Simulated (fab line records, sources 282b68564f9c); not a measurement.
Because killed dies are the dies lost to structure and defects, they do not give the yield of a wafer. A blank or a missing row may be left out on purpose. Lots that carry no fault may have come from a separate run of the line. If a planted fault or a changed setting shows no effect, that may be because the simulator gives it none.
Struck lot and sound lot, side by side -- flow ritCmos -- 17 out of 202 route steps
Sound: wafers L655.3, L655.5, L655.6. Struck: wafers L643.1, L643.5, L643.6. The cause is named last.
Per side, at each step with rows, come the tool, then ch with its chambers, and then its first start. Under that, the readings that differ: sound wafers -- struck wafers -- difference of the means -- sigmas: that difference in standard deviations of wafers without a fault.
alike: a reading whose means differ by less than 2 such deviations, as well as words and numbers matching on both sides. not compared: withheld readings; readings where some wafer has no value; bounds like >300 that might hide an equal value; numbers whose values overlap and for which the record gives no deviation.
The two part at a step that has a row with sigmas, a row that says differs or no value, or rows on one side only. Non-overlapping numbers with no deviation appear without sigmas and do not part them. A reading missing from all wafers of one side parts the sides only when that side holds two or more wafers.

RIT_NWELL_TW_MEAS_10:
  sound: filmMetro-01 at day 6 03:16; struck: filmMetro-02 at day 3 15:59
reading,sound,struck,difference,sigmas
NWELL_TW,2142 2134 2141,2095 2101 2090,-44,-2
then, 6 steps without rows for these wafers: RIT_PWELL_HMDS_00 (prime time 60 s); RIT_PWELL_COAT_01 (resist thk 1300 nm); RIT_PWELL_SOFTBAKE_02 (time 60 s); RIT_PWELL_EXPOSE_03 (exposes mask M3, target cd 43700 nm); RIT_PWELL_PEB_04; RIT_PWELL_DEVELOP_05 (develop time 68 s).
RIT_PWELL_OVL_MEAS_06:
  sound: overlay-01 at day 6 04:17; struck: overlay-02 at day 3 17:07
  alike: PWELL_OVL
then, 2 steps without rows for these wafers: RIT_PWELL_HARDBAKE_07 (time 120 s); RIT_PWELL_IMPLANT_08.
RIT_PWELL_STRIP_09: strips in O2, time 180 s.
  sound on plasmaAsher-04 ch 0,1, day 6 04:46; struck on plasmaAsher-03 ch 0,1, day 3 17:33
  alike: drypumpMotorCurrentA
  not compared: rfHoursCounterH
RIT_PWELL_TW_MEAS_10:
  sound: filmMetro-01 at day 6 04:54; struck: filmMetro-04 at day 3 17:43
  alike: PWELL_TW
RIT_WELLDRIVE_ANNEAL_00: time 14700 s.
  sound on furnace-04 ch 0, day 6 04:56; struck on furnace-01 ch 0, day 3 17:47
reading,sound,struck,difference,sigmas
spikeTcCentreC (C),1102.1 1100.1 1104.0,1124.1 1125.2 1123.6,+22.2,+20
spikeTcLoadC (C),1128.6 1128.4 1128.4,1151.6 1153.8 1151.9,+24.0,+13
spikeTcSourceC (C),1132.3 1131.8 1130.8,1148.8 1148.6 1149.6,+17.4,+9
tubeCenterTempC (C),1100.1 1100.1 1100,1121.9 1122 1122,+21.9,+99 or more
tube_center_temp_C_max,1102.7 1102.7 1102.1,1124.7 1124.5 1125.2,+22.3,+46
zonePowerLoadPct (%),42.2 42.5 43.0,49.9 50.7 50.2,+7.7,+3
RIT_WELLDRIVE_RS_MEAS_01: measurement is done with a four-point probe.
  sound: filmMetro-01 at day 6 10:04; struck: filmMetro-04 at day 3 22:52
reading,sound,struck,difference,sigmas
NWELL_RS (ohm/sq),276.2 276.4 277.0,253.4 253.3 253.6,-23.1,-33
RIT_WELLDRIVE_RS_MEAS_02: measurement is done with a four-point probe.
  sound: filmMetro-01 at day 6 10:11; struck: filmMetro-04 at day 3 22:59
reading,sound,struck,difference,sigmas
PWELL_RS (ohm/sq),429.1 430.4 429.5,405.3 404.4 404.3,-25.0,-23
then, 1 step without rows for these wafers: RIT_NRETRO_HMDS_00 (prime time 60 s).
RIT_M1_PROBE_99:
  sound: prober-01 at day 7 18:16; struck: prober-01 at day 5 07:39
reading,sound,struck,difference,sigmas
killed_at_M0_to_M3,0 0 0,1 0 0,+0,+3
model.etest.nwellPinched.rsOhmSq,335.8 336.4 347,298 298.6 298.4,-41,
model.etest.pwellPinched.rsOhmSq,457.1 456.6 472.2,429.1 431.3 425.2,-33.4,
model.etest.pwell.rsOhmSq,420.9 419 423,391 390.4 391.3,-30,
model.etest.nmosNarrow.driveUaUm,234.8 226.7 236.6,244.9 242.6 249.8,+13.1,
  alike: killedAtContacts, killedAtFrontEnd, killedDies, killedOpen, killedShort
  not compared: model.etest.pmos_0p3.rOnOhmUm, model.etest.nmos_0p3.rOnOhmUm, model.etest.nmosTurned.driveUaUm, model.etest.nmos_0p15.driveUaUm

## WHERE THEY PART
At RIT_NWELL_TW_MEAS_10 first; at RIT_M1_PROBE_99 last (within this record only).

WHY: whatever the simulator had introduced
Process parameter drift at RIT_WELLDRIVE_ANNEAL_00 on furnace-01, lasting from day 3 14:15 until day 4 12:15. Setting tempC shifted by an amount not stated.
